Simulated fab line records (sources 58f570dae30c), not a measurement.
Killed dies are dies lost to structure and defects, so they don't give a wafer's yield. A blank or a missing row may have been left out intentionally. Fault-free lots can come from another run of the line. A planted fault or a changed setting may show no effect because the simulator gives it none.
fab line records ; flow berkeley_cmos170
record: lots: 6; wafers: 18; last_day: 11
route steps=331 shown START@1 ZERO@6
lots that met no fault: taken from a fault-free run of the same line
start_h: the number of hours between the record's first day and the start of the first shown wafer of the lot ; wait_h: time in hours since the lot's previous step ; " the same as in the row above ; L1.1+2: several wafers, shown together as one row ; - no value present, or no start provided ; * or withheld: withheld ; < > ~ a bound
route shown NAME@n: a module of which the file shows steps, and the number in the route of the first ; usual: mean and standard deviation over wafers with no fault ; same: alike in all rows ; chamber/n: place in a boat ; sites: per-site readings ; _std_site: the values' standard deviation ; _edge_site: inner sites' mean taken away from outer sites' mean ; radius_mm: for every site, how far away it sits from the centre of the wafer ; mask NAME#n: copy n ; behind: the last tool/chamber to shape the wafer ; hold: cause of the lot's hold/its duration in hours/its outcome ; device: whichever transistor did not switch (one of n, p or np) ; end of line: the tests these same wafers got at the end of their route ; a step without rows: its recipe alone ; killed: dies that structure and defects cost at the first sort, which is not the same as the wafer's yield ; map: a wafer's dies, x killed, . not, _ none there
set.NAME: setting as actually run; set.NAME@STEP: the setting as run at that earlier step ; model.NAME: the simulator's own value behind a step, which no gauge read
lots at some steps of the route; a table a step, a row a wafer
services: when a tool's chamber went out of use (start_h, in hours from the record's first day, below 0 if earlier), for how many hours, and the reason
== steps ==
step: UCB170_START_BOW_MEAS_00
recipe: mode: bow
usual: INCOMING_BOW: 1/6.6
lot.wafer;tool;chamber;start_h;wait_h;INCOMING_BOW[um]
L723.1;film_metro-03;-;20.00;-;-6
L723.3;film_metro-03;-;20.00;-;-7
L723.5;film_metro-03;-;20.00;-;7
L724.1;film_metro-02;-;25.00;-;6
L724.5;film_metro-02;-;25.00;-;-4
L724.6;film_metro-02;-;25.00;-;-10
L734.4;film_metro-01;-;75.06;-;-2
L734.5;film_metro-01;-;75.06;-;-3
L734.6;film_metro-01;-;75.06;-;6
L735.1;film_metro-03;-;80.00;-;4
L735.4;film_metro-03;-;80.00;-;4
L735.6;film_metro-03;-;80.00;-;5
L736.3;film_metro-02;-;85.04;-;5
L736.4;film_metro-02;-;85.04;-;0
L736.6;film_metro-02;-;85.04;-;3
L741.3;film_metro-01;-;110.04;-;3
L741.4;film_metro-01;-;110.04;-;-1
L741.6;film_metro-01;-;110.04;-;-1
step: UCB170_START_CLEAN_01
recipe: chemistry: dHF; dilution: 25:1; time_s: 60
step: UCB170_START_OXIDATION_02
recipe: temp_c: 950; ambient: O2; target_thk_a: 200; ox_time_s: 1800
step: UCB170_START_THK_MEAS_03
recipe: reads: SiO2_of_START_OXIDATION_02
usual: START_OXIDE_THK: 20.2/0.3
lot.wafer;tool;chamber;start_h;wait_h;START_OXIDE_THK[nm]
L723.1;film_metro-01;-;23.35;0.0;20.5
L723.3;film_metro-01;-;23.35;0.0;20.2
L723.5;film_metro-01;-;23.35;0.0;20.2
L724.1;film_metro-02;-;29.46;0.0;20.1
L724.5;film_metro-02;-;29.46;0.0;20.1
L724.6;film_metro-02;-;29.46;0.0;20.0
L734.4;film_metro-01;-;77.87;0.0;19.9
L734.5;film_metro-01;-;77.87;0.0;20.0
L734.6;film_metro-01;-;77.87;0.0;20.5
L735.1;film_metro-02;-;83.64;0.0;20.2
L735.4;film_metro-02;-;83.64;0.0;19.9
L735.6;film_metro-02;-;83.64;0.0;20.3
L736.3;film_metro-01;-;89.05;0.0;20.3
L736.4;film_metro-01;-;89.05;0.0;20.6
L736.6;film_metro-01;-;89.05;0.0;20.4
L741.3;film_metro-01;-;114.04;0.0;20.2
L741.4;film_metro-01;-;114.04;0.0;20.2
L741.6;film_metro-01;-;114.04;0.0;20.7
step: UCB170_START_ANNEAL_04
recipe: temp_c: 950; time_s: 1200; ambient: N2
step: UCB170_ZERO_HMDS_00
recipe: prime_time_s: 60; prime_temp_c: 100
step: UCB170_ZERO_COAT_01
recipe: resist: KrF; spin_rpm: 1500; resist_thk_nm: 900
step: UCB170_ZERO_SOFTBAKE_02
recipe: resist: KrF; temp_c: 130; time_s: 60
step: UCB170_ZERO_EXPOSE_03
recipe: mask_id: PM_MARKS; na: 0.5; sigma_outer: 0.6; source_shape: conventional; target_cd_nm: 4000; dose_mj: 30
step: UCB170_ZERO_PEB_04
recipe: peb_temp_c: 131; peb_time_s: withheld; resist: KrF
step: UCB170_ZERO_DEVELOP_05
recipe: developer: TMAH; develop_time_s: 45; resist: KrF; dev_temp_c: 21
step: UCB170_ZERO_ETCH_06
recipe: chemistry: CHF3/CF4/Ar; target: SiO2; time_s: 12; pressure_mtorr: 100; rf_w: 500; CHF3_flow_sccm: 50; cf4_flow_sccm: 10; Ar_flow_sccm: 120; over_etch_frac: 1.58
usual: drypump_motor_current_A: 5.7/0.49; oes_product_au: 0.620/0.0084; throttle_valve_pct: 9.24/0.11
lot.wafer;tool;chamber;start_h;wait_h;drypump_motor_current_A;oes_product_au;rf_hours_counter_h;throttle_valve_pct
L723.1;rie_diel-04;0;27.28;-;6.4;0.619;155;9.19
L723.3;rie_diel-04;3;27.28;-;5.2;0.636;139;9.26
L723.5;rie_diel-04;0;27.28;-;6.4;0.609;-;9.20
L724.1;rie_diel-04;0;34.20;-;6.4;0.614;156;9.18
L724.5;rie_diel-04;1;34.20;-;5.8;0.616;-;9.21
L724.6;rie_diel-04;2;34.20;-;5.2;0.621;-;9.15
L734.4;rie_diel-04;0;80.28;-;6.4;0.995;158;9.20
L734.5;rie_diel-04;1;80.28;-;5.8;0.999;-;9.28
L734.6;rie_diel-04;2;80.28;-;5.2;1.026;-;9.17
L735.1;rie_diel-04;3;88.83;-;5.3;1.025;142;9.31
L735.4;rie_diel-04;1;88.83;-;5.8;0.999;17;9.25
L735.6;rie_diel-04;1;88.83;-;5.8;0.999;-;9.27
L736.3;rie_diel-03;1;95.08;-;4.9;0.607;122;9.30
L736.4;rie_diel-03;3;95.08;-;6.3;0.629;20;9.30
L736.6;rie_diel-03;3;95.08;-;6.3;0.624;-;9.31
L741.3;rie_diel-02;3;118.23;-;6.4;0.615;2;9.43
L741.4;rie_diel-02;2;118.23;-;5.0;0.619;64;9.35
L741.6;rie_diel-02;0;118.23;-;5.9;0.621;-;9.24
step: UCB170_ZERO_STRIP_07
recipe: chemistry: O2; power_w: 400; pressure_mtorr: 3500; platen_temp_c: withheld; o2_flow_sccm: 400; overash_fraction: 0.5
usual: drypump_motor_current_A: 5.6/0.39; oes_product_au: 0.726/0.0042; strip_time_to_endpoint_s: 21.48/0.065
lot.wafer;tool;chamber;start_h;wait_h;drypump_motor_current_A;oes_product_au;rf_hours_counter_h;strip_time_to_endpoint_s
L723.1;plasma_asher-01;0;27.31;0.0;5.9;0.726;31;21.50
L723.3;plasma_asher-01;0;27.31;0.0;5.8;0.726;-;21.54
L723.5;plasma_asher-01;0;27.31;0.0;5.9;0.721;-;21.57
L724.1;plasma_asher-02;0;34.22;0.0;5.9;0.733;35;21.47
L724.5;plasma_asher-02;1;34.22;0.0;4.6;0.724;-;21.41
L724.6;plasma_asher-02;0;34.22;0.0;5.9;0.728;-;21.44
L734.4;plasma_asher-01;0;80.34;0.0;5.9;0.726;-;21.74
L734.5;plasma_asher-01;1;80.34;0.0;5.6;0.734;-;21.75
L734.6;plasma_asher-01;0;80.34;0.0;5.9;0.724;-;21.81
L735.1;plasma_asher-03;0;88.86;0.0;5.7;0.724;37;21.74
L735.4;plasma_asher-03;0;88.86;0.0;5.7;0.731;-;21.79
L735.6;plasma_asher-03;0;88.86;0.0;5.7;0.729;-;21.77
L736.3;plasma_asher-03;0;95.14;0.0;5.7;0.728;-;21.42
L736.4;plasma_asher-03;1;95.14;0.0;5.6;0.721;-;21.41
L736.6;plasma_asher-03;0;95.14;0.0;5.8;0.723;-;21.38
L741.3;plasma_asher-01;0;118.29;0.0;5.9;0.730;-;21.57
L741.4;plasma_asher-01;1;118.29;0.0;5.6;0.736;-;21.58
L741.6;plasma_asher-01;0;118.29;0.0;5.9;0.727;-;21.58
== services ==
tool;chamber;start_h;hours;kind
rie_diel-02;3;40.49;-;clean
rie_diel-02;3;40.49;19.8;scheduled_down
rie_diel-02;3;40.49;19.8;vent_cycle
rie_diel-03;-;43.73;1.2;repair
plasma_asher-01;-;51.16;3.8;repair
rie_diel-04;1;61.26;8.2;repair
rie_diel-04;2;80.72;2.4;repair
rie_diel-02;1;89.43;1.9;repair
rie_diel-02;-;97.15;1.5;repair
plasma_asher-02;-;108.75;9.0;pm
plasma_asher-02;0;108.75;9.0;vent_cycle
plasma_asher-02;1;108.75;9.0;vent_cycle
plasma_asher-02;0;117.75;-;clean
plasma_asher-02;1;117.75;-;clean
== key ==
first_sign: step: UCB170_ZERO_ETCH_06; reading: oes_product_au; direction: up; sigmas: 46; usual: 0.620; struck: 1.007
effect: step: UCB170_ZERO_STRIP_07; reading: strip_time_to_endpoint_s; direction: up; sigmas: 4.5; usual: *; struck: *
met_at UCB170_ZERO_ETCH_06
struck_wafers L734.4,L734.5,L734.6,L735.1,L735.4,L735.6
later_rows_left_out L734.4,L734.5,L734.6,L735.1,L735.4,L735.6
sort_left_out L734.4,L734.5,L734.6,L735.1,L735.4,L735.6
tester_left_out L734,L735
onset_between 34.20 80.28
fault: kind: process_parameter_drift; tool: rie_diel-04; chamber: -; onset_h: 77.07; steps: UCB170_ZERO_ETCH_06; channel: time_s; offset: *; shape: step; end_h: 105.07; acts_in: *; stated: *
tester_left_out: of these lots the tester's yield and bins aren't shown, on N5 and GAA mostly nor the transistor test; their killed dies are dies lost to structure and defects alone, not to doping, threshold or leakage, so they don't give the yield
sort_left_out: the simulated sort isn't trusted on such a fault, so these wafers' sort isn't shown, and their yield isn't known
later_rows_left_out: the simulator's readings of these wafers behind a module that went badly wrong aren't trusted and aren't shown, but for the sort
